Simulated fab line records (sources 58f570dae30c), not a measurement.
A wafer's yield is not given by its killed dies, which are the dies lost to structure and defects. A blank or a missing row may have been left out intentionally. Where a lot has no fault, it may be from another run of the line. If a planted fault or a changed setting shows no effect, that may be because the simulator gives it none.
Lot-split experiment + flow berkeley cmos170 + 23 wafers read from 5 lots, route of 331 steps

## ON THE SPLIT
At UCB170_PFIELD_IMPLANT_07, the setting energy kev was moved away from the recipe's 80 on 9 of the 23 wafers read, by -2.4% to +5.1%. For the rest of the wafers, this setting stayed at what the recipe calls for.

Reading taken at the split's own step.

## THE READING
In nm, at UCB170_PFIELD_IMPLANT_07: implant.drp nm, which is the simulator's own figure and was read by no gauge. The file gives no usual value for it.

| wafer  | tool, chamber at the split | energy kev as run | against the recipe | implant.drp nm, nm | against lot-mates on the recipe |
|--------|----------------------------|-------------------|--------------------|--------------------|---------------------------------|
| L076.1 | implanter-03, 0            | 84.08             | +5.1%              | 76.61              | +1.75                           |
| L076.5 | implanter-03, 0            | 84.08             | +5.1%              | 76.61              | +1.75                           |
| L076.2 | implanter-03, 0            | 80                | recipe             | 74.86              | -                               |
| L076.3 | implanter-03, 0            | 80                | recipe             | 74.86              | -                               |
| L076.4 | implanter-03, 0            | 80                | recipe             | 74.86              | -                               |
| L082.1 | implanter-02, 0            | 80                | recipe             | 74.86              | -                               |
| L082.3 | implanter-02, 0            | 80                | recipe             | 74.86              | -                               |
| L082.5 | implanter-02, 0            | 80                | recipe             | 74.86              | -                               |
| L082.2 | implanter-02, 0            | 81.28             | +1.6%              | 75.42              | +0.56                           |
| L082.6 | implanter-02, 0            | 81.28             | +1.6%              | 75.42              | +0.56                           |
| L084.2 | implanter-02, 0            | 80                | recipe             | 74.86              | -                               |
| L084.3 | implanter-02, 0            | 80                | recipe             | 74.86              | -                               |
| L084.4 | implanter-02, 0            | 80                | recipe             | 74.86              | -                               |
| L085.1 | implanter-02, 0            | 81.81             | +2.3%              | 75.65              | +0.79                           |
| L085.5 | implanter-02, 0            | 81.81             | +2.3%              | 75.65              | +0.79                           |
| L085.3 | implanter-02, 0            | 80                | recipe             | 74.86              | -                               |
| L085.4 | implanter-02, 0            | 80                | recipe             | 74.86              | -                               |
| L085.6 | implanter-02, 0            | 80                | recipe             | 74.86              | -                               |
| L083.1 | implanter-02, 0            | 78.11             | -2.4%              | 74                 | -0.86                           |
| L083.2 | implanter-02, 0            | 78.11             | -2.4%              | 74                 | -0.86                           |
| L083.3 | implanter-02, 0            | 78.11             | -2.4%              | 74                 | -0.86                           |
| L083.4 | implanter-02, 0            | 80                | recipe             | 74.86              | -                               |
| L083.6 | implanter-02, 0            | 80                | recipe             | 74.86              | -                               |

FIT RESULTS
A straight line over all 23 wafers: implant.drp nm changes by +0.349 nm for each +1% of energy kev; r = +1.00; the points scatter about the line by 0.014 nm.
The same after taking each lot's own level away (the mean of its wafers on the recipe; 23 wafers): +0.349 nm for each +1%; r = +1.00; scatter 0.014 nm.
The reading moves by 1.8 nm for the largest change in energy kev, on that fit.
The lots' own levels span 74.860 to 74.860 nm.
The two slopes are in agreement: the lot-to-lot level therefore moves the slope only a little.
Check: for one of the wafers moved furthest among these (+5.1%), held out of the fit, the line's prediction against its lot-mates is +1.79 nm. Against them it came out at +1.75 nm.

## OTHER SPLITS ON THESE WAFERS
These wafers also went through other splits before the reading. Each is held against what the fit with the lots' levels taken away leaves over:
| other split on the same wafers       | wafers away from the commonest value | r with implant.drp nm (lot level and that fit taken away) |
|--------------------------------------|--------------------------------------|-----------------------------------------------------------|
| UCB170_START_OXIDATION_02 temp c     | 15                                   | -0.55                                                     |
| UCB170_PWELL_COAT_08 spin rpm        | 4                                    | +0.03                                                     |
| UCB170_PWELL_IMPLANT_15 dose cm2     | 7                                    | -0.48                                                     |
| UCB170_ACTIVE_OXIDATION_02 ox time s | 18                                   | -0.11                                                     |
| UCB170_ACTIVE_ETCH_15 time s         | 4                                    | -0.14                                                     |

## THE WHOLE CHAIN: every reading that the file lists as answering this split, in the file's order
| step                     | what it does | reading                                                         | change (the file's fit)               | r (the file's) |
|--------------------------|--------------|-----------------------------------------------------------------|---------------------------------------|----------------|
| UCB170_PFIELD_IMPLANT_07 |              | implant.rp nm (the simulator's own value, which no gauge read)  | +2.18 nm for each +1% of the setting  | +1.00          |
| UCB170_PFIELD_IMPLANT_07 |              | implant.drp nm (the simulator's own value, which no gauge read) | +0.348 nm for each +1% of the setting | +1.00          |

## THE FILE'S OWN FIT
implant.drp nm changes by +0.348 nm for each +1% of energy kev, r = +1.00.
